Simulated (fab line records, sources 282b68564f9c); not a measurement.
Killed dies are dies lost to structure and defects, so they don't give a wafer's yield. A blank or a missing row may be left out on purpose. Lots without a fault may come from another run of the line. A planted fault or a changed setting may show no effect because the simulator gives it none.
Which tool did it? | flow rit_cmos | 10 lots, 30 wafers sampled, at 5 steps of a route of 202

WHAT THE GAUGES READ, wafer by wafer
RIT_PRETRO_TW_MEAS_10. Usual: PRETRO_TW 470.8, standard deviation 2.7.
lot  | measured    | on            | PRETRO_TW         | flag
L588 | day 2 07:01 | film_metro-02 | 470.6 470.0 472.3 |
L589 | day 2 13:22 | film_metro-02 | 470.0 469.1 471.0 |
L590 | day 2 18:17 | film_metro-01 | 469.9 470.6 469.1 |
L591 | day 2 23:22 | film_metro-02 | 467.4 466.8 470.8 |
L602 | day 5 07:23 | film_metro-03 | 432.8 434.9 436.9 | OFF
L603 | day 5 09:53 | film_metro-02 | 439.0 440.1 437.5 | OFF
L604 | day 5 15:26 | film_metro-02 | 472.1 472.7 472.5 |
L606 | day 6 01:49 | film_metro-01 | 468.7 469.8 468.4 |
L608 | day 6 12:02 | film_metro-02 | 473.8 473.7 472.5 |
L611 | day 7 01:56 | film_metro-02 | 479.7 474.7 477.6 |

RIT_FOX2_THK_MEAS_91. Usual: FIELD_OXIDE_LEFT_2_THK 258 nm, standard deviation 6.5.
lot  | measured    | on            | FIELD_OXIDE_LEFT_2_THK (nm) | flag
L588 | day 2 07:31 | film_metro-04 | 250 253 256                 |
L589 | day 2 13:50 | film_metro-01 | 253 255 252                 |
L590 | day 2 18:46 | film_metro-02 | 256 262 268                 |
L591 | day 2 23:55 | film_metro-02 | 257 256 261                 |
L602 | day 5 07:52 | film_metro-01 | 256 257 253                 |
L603 | day 5 10:23 | film_metro-01 | 270 265 266                 |
L604 | day 5 15:55 | film_metro-01 | 264 267 266                 |
L606 | day 6 02:22 | film_metro-01 | 267 272 270                 |
L608 | day 6 12:33 | film_metro-01 | 256 248 257                 |
L611 | day 7 02:24 | film_metro-02 | 246 250 251                 |

RIT_NSD_OVL_MEAS_06. Usual: NSD_OVL 0.4 nm, standard deviation 1.3.
lot  | measured    | on         | NSD_OVL (nm)   | flag
L588 | day 2 22:37 | overlay-02 | 1.8 0.8 2.6    |
L589 | day 3 05:55 | overlay-02 | 0.8 0.0 0.0    |
L590 | day 3 10:26 | overlay-02 | -0.7 1.2 -1.0  |
L591 | day 3 15:08 | overlay-02 | 0.5 1.4 0.7    |
L602 | day 5 22:05 | overlay-01 | 0.9 -1.0 -0.1  |
L603 | day 6 02:35 | overlay-02 | 1.1 0.8 -0.3   |
L604 | day 6 07:10 | overlay-01 | -1.1 -0.8 -0.8 |
L606 | day 6 17:12 | overlay-02 | -2.2 0.6 -1.0  |
L608 | day 7 06:56 | overlay-02 | -0.3 -1.5 -1.3 |
L611 | day 7 20:17 | overlay-02 | 2.7 -0.2 1.7   |

RIT_SDANNEAL_RS_MEAS_04: measures by four-point-probe. Usual: PSD_RS 115.71 ohm/sq, standard deviation 0.3.
lot  | measured    | on            | PSD_RS (ohm/sq)      | flag
L588 | day 3 01:02 | film_metro-04 | 116.11 116.13 116.04 |
L589 | day 3 08:28 | film_metro-03 | 115.83 115.79 115.66 |
L590 | day 3 12:59 | film_metro-04 | 116.04 115.93 115.73 |
L591 | day 3 17:34 | film_metro-04 | 115.52 115.54 115.21 |
L602 | day 6 00:32 | film_metro-02 | 116.12 116.04 116.12 |
L603 | day 6 05:01 | film_metro-04 | 116.07 116.21 115.97 |
L604 | day 6 09:36 | film_metro-04 | 115.71 116.02 115.63 |
L606 | day 6 19:50 | film_metro-04 | 115.65 115.89 115.52 |
L608 | day 7 09:23 | film_metro-02 | 115.84 115.94 115.87 |
L611 | day 7 23:05 | film_metro-04 | 115.73 115.83 116.00 |

WHICH TOOL RAN EACH LOT (tool, then ch and the chambers of the sampled wafers, then the start)
lot  | RIT_PRETRO_IMPLANT_08
L588 | implanter-02 ch 0, day 2 06:43
L589 | implanter-04 ch 0, day 2 13:02
L590 | implanter-02 ch 0, day 2 17:58
L591 | implanter-04 ch 0, day 2 23:02
L602 | implanter-02 ch 0, day 5 07:04
L603 | implanter-02 ch 0, day 5 09:34
L604 | implanter-04 ch 0, day 5 15:07
L606 | implanter-04 ch 0, day 6 01:29
L608 | implanter-04 ch 0, day 6 11:43
L611 | implanter-04 ch 0, day 7 01:37
- RIT_PRETRO_IMPLANT_08

WHAT THE TOOLS THEMSELVES READ (means of the sampled wafers that have a number; where no wafer has one, the mark that the record gives instead)
RIT_PRETRO_IMPLANT_08. Usual: beam_energy_keV 45.000, standard deviation 0.015; end_station_pressure_torr 5e-06 Torr, standard deviation 2.8e-07; faraday_current_uA 37.3, standard deviation 0.83.
lot  | tool         | beam_energy_keV | end_station_pressure_torr (Torr) | faraday_current_uA | flag
L588 | implanter-02 | 44.986          | 5e-06                            | 37.6               |
L589 | implanter-04 | 45.002          | 5e-06                            | 37.7               |
L590 | implanter-02 | 45.010          | 5e-06                            | 37.3               |
L591 | implanter-04 | 44.982          | 5e-06                            | 36.8               |
L602 | implanter-02 | 29.249          | 5e-06                            | 37.8               | OFF
L603 | implanter-02 | 29.259          | 5e-06                            | 36.8               | OFF
L604 | implanter-04 | 45.004          | 5e-06                            | 36.6               |
L606 | implanter-04 | 45.000          | 5e-06                            | 37.2               |
L608 | implanter-04 | 44.998          | 5e-06                            | 37.6               |
L611 | implanter-04 | 45.010          | 5e-06                            | 36.9               |

THE ANSWER, worked out from the rows above alone
Rule: a lot is off if the mean of its wafers that have a number lies more than 3 standard deviations from the usual mean. A lot without any number at a reading at which 4 lots or more have one is off too. The other lots that the step has rows for count as sound. The gauges are gone through in route order, then the tools' own readings, and for those a lot's mean is taken as printed above. The first step at which some lot is off is used, and at that step the reading that is off furthest; a lot without a number counts as furthest.
Off: L602, L603, at RIT_PRETRO_TW_MEAS_10 (PRETRO_TW).
A tool fits if, at a process step before that reading, it ran every lot that is off, and no sound lot after the first of them. The gauges at RIT_PRETRO_TW_MEAS_10 aren't tried: what is off there is off at RIT_PRETRO_IMPLANT_08 too, on other tools, and a gauge's error can't cause that. One fits: implanter-02 at RIT_PRETRO_IMPLANT_08. Its last sound lot is L590 (day 2 17:58), its first lot that is off L602 (day 5 07:04): a fault that began between those two fits.
The tool's own readings at RIT_PRETRO_IMPLANT_08 bear it out: on the lots that are off they differ by more than 5 times the standard deviation of the sound lots' means. beam_energy_keV reads 29.254 there against 44.999 on the sound lots.

WHAT THE SIMULATOR HAD PUT IN
Process parameter drift: implanter-02, from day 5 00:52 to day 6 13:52, at RIT_PRETRO_IMPLANT_08. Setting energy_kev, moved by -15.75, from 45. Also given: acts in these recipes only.
Lots struck among those shown: L602, L603. The rule above found the same.
